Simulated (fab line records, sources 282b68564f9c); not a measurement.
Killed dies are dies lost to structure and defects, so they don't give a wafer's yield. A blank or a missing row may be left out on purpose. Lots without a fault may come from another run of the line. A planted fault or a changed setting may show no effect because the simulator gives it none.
A struck lot beside a sound one | flow rit_cmos | 13 steps out of a route of 202
Sound: wafers L176.2, L176.5, L176.6. Struck: wafers L163.1, L163.5, L163.6. The cause comes at the end.
At each step with rows: each side's tool, then ch and its chambers, then its first start. Under that, the readings that differ: sound wafers | struck wafers | difference of the means | sigmas: that difference in standard deviations of wafers without a fault.
alike: readings whose means differ by less than 2 such deviations, and words and numbers that are the same on both sides. not compared: withheld readings, readings that some wafer has no value for, bounds like >300 that may hide the same value, and numbers for which the record gives no deviation and whose values overlap.
The two part at a step that has a row with sigmas, a row that says differs or no value, or rows on one side only. Numbers that don't overlap but have no deviation are shown without sigmas and don't part them. A reading that every wafer of one side lacks parts them only if that side has two wafers or more.

first, 1 step without rows for these wafers: RIT_SDANNEAL_CLEAN_02 (cleans in SC2, time 600 s).
RIT_SDANNEAL_RTA_03: time 5 s.
  sound on rtp_anneal-02 ch 0, day 6 06:31; struck on rtp_anneal-01 ch 0, day 3 12:16
  alike: anneal_temp_c_max, chamber_o2_ppm, wafer_temp_C_max
RIT_SDANNEAL_RS_MEAS_04: measures by four-point-probe.
  sound on film_metro-03, day 6 06:35; struck on film_metro-02, day 3 12:19
  alike: PSD_RS
RIT_SDANNEAL_RS_MEAS_05: measures by four-point-probe.
  sound on film_metro-03, day 6 06:43; struck on film_metro-02, day 3 12:26
  alike: NSD_RS
RIT_SDANNEAL_RS_MEAS_06: measures by four-point-probe.
  sound on film_metro-03, day 6 06:50; struck on film_metro-02, day 3 12:34
  alike: PLDD_RS
RIT_SDANNEAL_RS_MEAS_07: measures by four-point-probe.
  sound on film_metro-03, day 6 06:57; struck on film_metro-02, day 3 12:41
  reading          | sound             | struck            | difference | sigmas
  NLDD_RS (ohm/sq) | 153.9 153.6 153.6 | 152.1 151.8 151.7 | -1.8       | -3
then, 1 step without rows for these wafers: RIT_SILICIDE_WET_ETCH_00 (etches SiO2 in BOE, target depth 14 nm, time 15 s).
RIT_SILICIDE_SPUTTER_01: material Ti, target thk 30 nm, time 240 s.
  sound on pvd_sputter-04, day 6 07:04; struck on pvd_sputter-01, day 3 12:49
  alike: substrate_temp_c, throttle_valve_pct
RIT_SILICIDE_RS_MEAS_02: measures by four-point-probe.
  sound on film_metro-04, day 6 07:14; struck on film_metro-01, day 3 12:58
  alike: SILICIDE_TI_RS
RIT_SILICIDE_THK_MEAS_03: measures by xrf.
  sound on film_metro-04, day 6 07:21; struck on film_metro-01, day 3 13:05
  alike: SILICIDE_TI_THK
RIT_SILICIDE_RTA_04: time 10 s, ramp up 5 s, ramp down 5 s.
  sound on rtp_anneal-01 ch 0, day 6 07:25; struck on rtp_anneal-02 ch 0, day 3 13:08
  alike: anneal_temp_c_max, chamber_o2_ppm, wafer_temp_C_max
then, 1 step without rows for these wafers: RIT_SILICIDE_WET_ETCH_05 (etches Ti in SPM, time 120 s).
RIT_SILICIDE_RTA_06: time 10 s, ramp up 5 s, ramp down 10 s.
  sound on rtp_anneal-02 ch 0, day 6 07:31; struck on rtp_anneal-01, day 3 13:15
  no value came back on the struck wafers for anneal_temp_c_max, chamber_o2_ppm, wafer_temp_C_max; on the sound wafers anneal_temp_c_max reads 752.4 752.6 753.1

WHERE THEY PART
First at RIT_SDANNEAL_RS_MEAS_07; last, within this record, at RIT_SILICIDE_RTA_06.

WHY: what the simulator had put in
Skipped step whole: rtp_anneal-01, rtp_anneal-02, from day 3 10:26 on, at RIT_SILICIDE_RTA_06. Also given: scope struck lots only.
